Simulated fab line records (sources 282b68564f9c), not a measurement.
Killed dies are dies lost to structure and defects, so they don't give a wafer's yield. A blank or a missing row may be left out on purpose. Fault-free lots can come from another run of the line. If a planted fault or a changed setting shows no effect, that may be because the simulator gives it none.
Which of the tools did it?	flow ritCmos	8 lots with 24 wafers sampled at 4 steps, on a route of 202 steps

## WHAT EACH GAUGE READ, for each wafer
RIT_M1_OVL_MEAS_10.
lot	measured	on	M1_OVL (nm)
L365	day 4 11:08	overlay-01	-1.2 -2.6 -1.5
L367	day 4 19:50	overlay-01	0.4 -1.9 -0.3
L370	day 5 07:56	overlay-02	-0.9 -1.6 -1.8
L371	day 5 16:31	overlay-01	-1.3 -2.1 -2.5
L374	day 6 04:34	overlay-02	-1.5 -3.0 -1.8
L378	day 7 01:22	overlay-02	240.4 239.7 239.1
L381	day 7 17:53	overlay-02	238.6 239.1 238.8
L383	day 8 02:10	overlay-01	239.6 238.7 239.3

## EACH LOT AND THE TOOL THAT RAN IT (in order: tool; ch and the chambers of the sampled wafers; start)
lot	RIT_NRETRO_STRIP_09	RIT_CONTACT_STRIP_12	RIT_M1_EXPOSE_06
L365	plasmaAsher-04 ch 0,1, day 3 07:32	plasmaAsher-02 ch 0, day 4 08:53	ilineStepper-02 ch 0, day 4 10:35
L367	plasmaAsher-02 ch 0,1, day 3 16:56	plasmaAsher-02 ch 0,1, day 4 17:43	ilineStepper-01 ch 0, day 4 19:17
L370	plasmaAsher-01 ch 0,1, day 4 04:41	plasmaAsher-02 ch 0,1, day 5 05:40	ilineStepper-02 ch 0, day 5 07:23
L371	plasmaAsher-01 ch 0,1, day 4 12:17	plasmaAsher-03 ch 0,1, day 5 14:15	ilineStepper-02 ch 0, day 5 15:58
L374	plasmaAsher-04 ch 0,1, day 5 00:53	plasmaAsher-01 ch 0, day 6 02:16	ilineStepper-01 ch 0, day 6 04:01
L378	plasmaAsher-04 ch 0,1, day 5 22:42	plasmaAsher-02 ch 0,1, day 6 23:07	ilineStepper-01 ch 0, day 7 00:51
L381	plasmaAsher-04 ch 0,1, day 6 14:13	plasmaAsher-01 ch 1, day 7 15:37	ilineStepper-01 ch 0, day 7 17:20
L383	plasmaAsher-01 ch 0,1, day 6 23:47	plasmaAsher-02 ch 0,1, day 8 00:06	ilineStepper-01 ch 0, day 8 01:39
- RIT_NRETRO_STRIP_09: strips in O2, time 180 s.
- RIT_CONTACT_STRIP_12: strips in O2, time 180 s.
- RIT_M1_EXPOSE_06: exposes mask M12, target cd 2600 nm.

## THE ANSWER, worked out from the rows above alone
Rule: what is usual is taken from the lots themselves. Put in order of their means at a reading, lots are off if they are a third of the lots or fewer, leave a main group of 4 or more, and stand apart from it by a gap of 3 or more times the standard deviation of the main group's means; of several such gaps the widest counts. The tables above print the reading to a certain number of digits; a main group whose means all agree to those digits is not used. Also off: a lot with no number at a reading for which 4 or more lots have one. Any other lot the step has rows for is counted as sound.
Nothing can be told from this: no lot is off at any reading shown.

## WHAT THE SIMULATOR HAD INSERTED
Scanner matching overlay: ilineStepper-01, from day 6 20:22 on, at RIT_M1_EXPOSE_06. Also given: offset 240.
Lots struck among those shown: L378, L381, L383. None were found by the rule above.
